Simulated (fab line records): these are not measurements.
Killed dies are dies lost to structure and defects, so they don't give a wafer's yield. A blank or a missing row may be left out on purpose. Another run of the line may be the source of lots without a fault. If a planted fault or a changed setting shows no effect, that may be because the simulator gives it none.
Check for tools in common -- flow berkeley-cmos170 -- Sample size 9 lots and 27 wafers

REASON IT WAS OPENED
Flagged at UCB170_M1_CD_MEAS_90: reading cd-nm, on 2 of 9 lots. No-fault wafers: 699.7 nm, standard deviation 1.9.
Rule: a lot is flagged in two cases, either no wafer of it has a number, or all its wafers with numbers fall more than 4 standard deviations from that mean. As for the other lots, they are considered sound.

lot,measured,on,"cd-nm (nm), wafer by wafer",flag
L208,day 6 19:21,cd-sem-02,703.3 698.6 702.1,
L218,day 9 00:32,cd-sem-01,685.8 685.5 688.5,FLAGGED
L219,day 9 01:45,cd-sem-02,687.7 689.9 686.4,FLAGGED
L224,day 9 23:49,cd-sem-02,701.9 700.9 700.4,
L225,day 10 00:41,cd-sem-02,700.5 700.0 699.5,
L221,day 10 01:38,cd-sem-02,698.4 698.8 698.5,
L228,day 10 23:23,cd-sem-02,701.0 700.0 699.9,
L226,day 10 23:35,cd-sem-02,697.8 700.9 698.7,
L230,day 11 16:48,cd-sem-01,700.7 699.9 698.8,
Average over the flagged lots: 687.3 nm; offset from the usual -12.4 nm, equal to -7 standard deviations.

EACH LOT AND THE TOOL IT RAN ON
Before the reading, the record contains 3 process steps out of a 331-step route. In each cell: the tool, then ch and the chambers that the sampled wafers went through, then the start.
lot,flag,UCB170_ZERO_ETCH_06,UCB170_M1_METAL_ETCH_12,UCB170_M1_STRIP_13
L208,,"rie-diel-02 ch 0,1,3, day 1 20:50","rie-metal-03 ch 0,1, day 6 19:07","plasma-asher-01 ch 0,1, day 6 19:16"
L218,FLAGGED,"rie-diel-01 ch 0,2,3, day 3 22:49","rie-metal-03 ch 0,1, day 9 00:18","plasma-asher-01 ch 0,1, day 9 00:25"
L219,FLAGGED,"rie-diel-01 ch 1,3, day 4 02:13","rie-metal-03 ch 0,1, day 9 01:24","plasma-asher-02 ch 0,1, day 9 01:32"
L224,,"rie-diel-03 ch 1,2,3, day 4 23:10","rie-metal-01 ch 0,1, day 9 23:24","plasma-asher-01 ch 0,1, day 9 23:34"
L225,,"rie-diel-03 ch 0,3, day 5 05:08","rie-metal-02 ch 0,1, day 10 00:28","plasma-asher-03 ch 0,1, day 10 00:35"
L221,,"rie-diel-01 ch 0,2,3, day 4 09:56","rie-metal-01 ch 0,1, day 10 01:22","plasma-asher-03 ch 0,1, day 10 01:32"
L228,,"rie-diel-03 ch 1,2,3, day 5 23:28","rie-metal-01 ch 0,1, day 10 23:08","plasma-asher-03 ch 0,1, day 10 23:16"
L226,,"rie-diel-01 ch 0,2,3, day 5 08:35","rie-metal-02 ch 0,1, day 10 23:20","plasma-asher-02 ch 0,1, day 10 23:28"
L230,,"rie-diel-02 ch 1,2,3, day 6 07:14","rie-metal-01 ch 0,1, day 11 16:33","plasma-asher-01 ch 0,1, day 11 16:40"
What these steps do:
- UCB170_ZERO_ETCH_06: etches SiO2 in CHF3/CF4/Ar, time 12 s.
- UCB170_M1_METAL_ETCH_12: etches Al in Cl2/BCl3, stops on PSG, target depth 780 nm, time 130 s.
- UCB170_M1_STRIP_13: strips in O2.
- UCB170_M1_CD_MEAS_90: target cd 700 nm.

FLAGGED AGAINST TOTAL, ONE TOOL AT A TIME (gauges that did the reading follow at the end)
step,tool,lots run,flagged,share of the flagged lots,sound lots run after its first flagged lot
UCB170_ZERO_ETCH_06,rie-diel-01,4,2,all,"2 (L221,L226)"
UCB170_ZERO_ETCH_06,rie-diel-02,2,0,none,-
UCB170_ZERO_ETCH_06,rie-diel-03,3,0,none,-
UCB170_M1_METAL_ETCH_12,rie-metal-01,4,0,none,-
UCB170_M1_METAL_ETCH_12,rie-metal-02,2,0,none,-
UCB170_M1_METAL_ETCH_12,rie-metal-03,3,2,all,0
UCB170_M1_STRIP_13,plasma-asher-01,4,1,some,"2 (L224,L230)"
UCB170_M1_STRIP_13,plasma-asher-02,2,1,some,1 (L226)
UCB170_M1_STRIP_13,plasma-asher-03,3,0,none,-
UCB170_M1_CD_MEAS_90,cd-sem-01,2,1,some,1 (L230)
UCB170_M1_CD_MEAS_90,cd-sem-02,7,1,some,"5 (L224,L225,L221,L228,L226)"

WHAT THE TABLE PERMITS
Rows of the table that ran all the flagged lots, 2 in number: rie-diel-01 at UCB170_ZERO_ETCH_06; rie-metal-03 at UCB170_M1_METAL_ETCH_12.
- rie-diel-01 at UCB170_ZERO_ETCH_06 ran 4 lots, 2 of them flagged. After the first flagged lot (L221, L226), sound lots still ran on it; a lasting fault on the whole tool would not permit that.
- rie-metal-03 at UCB170_M1_METAL_ETCH_12 ran 3 lots, 2 of them flagged. Last sound lot L208 at day 6 19:07, first flagged lot L218 at day 9 00:18; a fault beginning in between fits. Its own readings lie more than 4 standard deviations out on every wafer of the flagged lots: oes-product-au, run-length-s.
rie-metal-03 at UCB170_M1_METAL_ETCH_12 is the single tool remaining.

WHAT THE SIMULATOR HAD PUT IN
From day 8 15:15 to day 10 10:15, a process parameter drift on rie-metal-03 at UCB170_M1_METAL_ETCH_12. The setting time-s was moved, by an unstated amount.
Shown lots that were struck: L218, L219. The same result came from the rule above.
